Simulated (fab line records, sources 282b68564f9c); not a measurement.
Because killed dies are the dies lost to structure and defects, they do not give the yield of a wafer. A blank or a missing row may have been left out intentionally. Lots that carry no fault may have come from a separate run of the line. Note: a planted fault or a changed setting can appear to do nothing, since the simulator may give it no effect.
A struck lot beside a sound one | flow ritCmos | 43 out of 202 route steps
Sound: the wafers L968.3, L968.4, L968.5. Struck: wafer L980.3 (left out: L980.1, L980.4 of the same lot, which were not struck); the cause appears at the end.
At each step with rows: each side's tool, then ch and its chambers, then its first start. Under that, the readings that differ: sound wafers | struck wafers | difference of the means | sigmas: that difference in standard deviations of wafers without a fault.
alike: same words and numbers on both sides, and readings whose means sit less than 2 such deviations apart. not compared: any withheld reading, any reading some wafer has no value for, any bound like >300 that may hide the same value, and any number with overlapping values for which the record gives no deviation.
A row with sigmas, a row that says differs or no value, or rows on one side alone: a step with any of these is where the two part. Non-overlapping numbers with no deviation appear without sigmas and do not part them. A reading that every wafer of one side lacks parts them only if that side has two wafers or more.

RIT_SDANNEAL_RTA_03: time 5 s.
  sound on rtpAnneal-01 ch 0, day 3 13:28; struck on rtpAnneal-01 ch 0, day 5 23:41
  alike: wafer_temp_C_max
RIT_SDANNEAL_RS_MEAS_04: measures by four-point-probe.
  sound: filmMetro-02 at day 3 13:32; struck: filmMetro-01 at day 5 23:45
  alike: PSD_RS
RIT_SDANNEAL_RS_MEAS_05: measures by four-point-probe.
  sound: filmMetro-02 at day 3 13:40; struck: filmMetro-01 at day 5 23:52
  alike: NSD_RS
RIT_SDANNEAL_RS_MEAS_06: measures by four-point-probe.
  sound: filmMetro-02 at day 3 13:47; struck: filmMetro-01 at day 5 23:59
  alike: PLDD_RS
RIT_SDANNEAL_RS_MEAS_07: measures by four-point-probe.
  sound: filmMetro-02 at day 3 13:54; struck: filmMetro-01 at day 6 00:07
  alike: NLDD_RS
then, 2 steps without rows for these wafers: RIT_SILICIDE_WET_ETCH_00 (etches SiO2 in BOE, target depth 14 nm, time 15 s); RIT_SILICIDE_SPUTTER_01 (material Ti, target thk 30 nm, time 240 s).
RIT_SILICIDE_RS_MEAS_02: measures by four-point-probe.
  sound: filmMetro-02 at day 3 14:11; struck: filmMetro-02 at day 6 00:23
  alike: SILICIDE_TI_RS
RIT_SILICIDE_THK_MEAS_03: measures by xrf.
  sound: filmMetro-02 at day 3 14:17; struck: filmMetro-02 at day 6 00:31
  alike: SILICIDE_TI_THK
RIT_SILICIDE_RTA_04: time 10 s, ramp up 5 s, ramp down 5 s.
  sound on rtpAnneal-02 ch 0, day 3 14:20; struck on rtpAnneal-02 ch 0, day 6 00:34
  alike: wafer_temp_C_max
then, 1 step without rows for these wafers: RIT_SILICIDE_WET_ETCH_05 (etches Ti in SPM, time 120 s).
RIT_SILICIDE_RTA_06: time 10 s, ramp up 5 s, ramp down 10 s.
  sound on rtpAnneal-01 ch 0, day 3 14:27; struck on rtpAnneal-01 ch 0, day 6 00:41
  alike: wafer_temp_C_max
RIT_CONTACT_CVD_00: deposits SiO2 from TEOS, target thk 400 nm, time 61 s.
  sound on pecvd-03 ch 0,1,2, day 3 14:29; struck on pecvd-02 ch 2, day 6 00:46
  alike: heaterPowerW
  not compared: model.SiO2_of_CONTACT_CVD_00.thkNm
RIT_CONTACT_THK_MEAS_01:
  sound: filmMetro-04 at day 3 14:34; struck: filmMetro-01 at day 6 00:49
  alike: CONTACT_TEOS_THK
then, 6 steps without rows for these wafers: RIT_CONTACT_HMDS_02 (prime time 60 s); RIT_CONTACT_COAT_03 (resist thk 1000 nm); RIT_CONTACT_SOFTBAKE_04 (time 60 s); RIT_CONTACT_EXPOSE_05 (exposes mask M11, target cd 1000 nm); RIT_CONTACT_PEB_06; RIT_CONTACT_DEVELOP_07 (develop time 120 s).
RIT_CONTACT_CD_MEAS_08: the cd target is 1000 nm.
  sound: cdSem-02 at day 3 15:47; struck: cdSem-02 at day 6 01:58
  alike: cdNm
RIT_CONTACT_OVL_MEAS_09:
  sound: overlay-02 at day 3 15:53; struck: overlay-01 at day 6 02:05
  alike: CONTACT_OVL
then, 1 step without rows for these wafers: RIT_CONTACT_HARDBAKE_10 (time 60 s).
RIT_CONTACT_ETCH_11: etches SiO2 in CHF3/CF4/Ar, stops on TiSi2, target depth 480 nm, time 320 s.
  sound on rieDiel-01 ch 0,1, day 3 16:04; struck on rieDiel-01 ch 3, day 6 02:16
  alike: drypumpMotorCurrentA, oesProductAu, throttleValvePct
  not compared: rfHoursCounterH, model.etch.depthNm, model.CONTACT.featureDepthNm
RIT_CONTACT_STRIP_12: strips in O2, time 180 s.
  sound on plasmaAsher-04 ch 0,1, day 3 16:19; struck on plasmaAsher-03 ch 1, day 6 02:28
  alike: drypumpMotorCurrentA
  not compared: rfHoursCounterH
RIT_CONTACT_CD_MEAS_90: the cd target is 1000 nm.
  sound: cdSem-01 at day 3 16:28; struck: cdSem-02 at day 6 02:38
  alike: cdNm
then, 2 steps without rows for these wafers: RIT_CONTACT_CLEAN_13 (cleans in SC1, time 600 s); RIT_CONTACT_CLEAN_14 (cleans in SC2, time 600 s).
RIT_M1_SPUTTER_00: material Al, target thk 400 nm, time 500 s.
  sound: pvdSputter-02 at day 3 16:54; struck: pvdSputter-04 at day 6 03:06
  alike: throttleValvePct
RIT_M1_RS_MEAS_01: measures by four-point-probe.
  sound: filmMetro-01 at day 3 17:14; struck: filmMetro-02 at day 6 03:24
  alike: M1_AL_RS
RIT_M1_THK_MEAS_02: measures by xrf.
  sound: filmMetro-01 at day 3 17:20; struck: filmMetro-02 at day 6 03:31
  alike: M1_AL_THK
then, 6 steps without rows for these wafers: RIT_M1_HMDS_03 (prime time 60 s); RIT_M1_COAT_04 (resist thk 1300 nm); RIT_M1_SOFTBAKE_05 (time 60 s); RIT_M1_EXPOSE_06 (exposes mask M12, target cd 2600 nm); RIT_M1_PEB_07; RIT_M1_DEVELOP_08 (develop time 68 s).
RIT_M1_CD_MEAS_09: the cd target is 2600 nm.
  sound: cdSem-02 at day 3 18:25; struck: cdSem-01 at day 6 04:35
  alike: cdNm
RIT_M1_OVL_MEAS_10:
  sound: overlay-01 at day 3 18:31; struck: overlay-02 at day 6 04:42
  alike: M1_OVL
then, 1 step without rows for these wafers: RIT_M1_HARDBAKE_11 (time 120 s).
RIT_M1_METAL_ETCH_12: etches Al in Cl2/BCl3, stops on SiO2, time 165 s, target depth 600 nm.
  sound on rieMetal-03 ch 0,1, day 3 18:50; struck on rieMetal-01 ch 1, day 6 04:59
reading                  | sound       | struck | difference | sigmas
drypumpMotorCurrentA (A) | 6.3 6.4 6.4 | 5.4    | -1.0       | -3
  alike: oesProductAu, throttleValvePct
  not compared: rfHoursCounterH, model.SiO2_of_CONTACT_CVD_00.thkNm
then, 1 step without rows for these wafers: RIT_M1_STRIP_13 (strips in nmp, time 600 s).
RIT_M1_PROBE_99:
  sound: prober-02 at day 3 21:08; struck: prober-01 at day 6 08:54
  alike: killedAtFrontEnd, killedDies, killedOpen, killedShort

WHERE THEY PART
Only at RIT_M1_METAL_ETCH_12, as far as this record shows. Later steps at which nothing parts them and some readings are alike: RIT_M1_PROBE_99.

WHY: what had been put in by the simulator
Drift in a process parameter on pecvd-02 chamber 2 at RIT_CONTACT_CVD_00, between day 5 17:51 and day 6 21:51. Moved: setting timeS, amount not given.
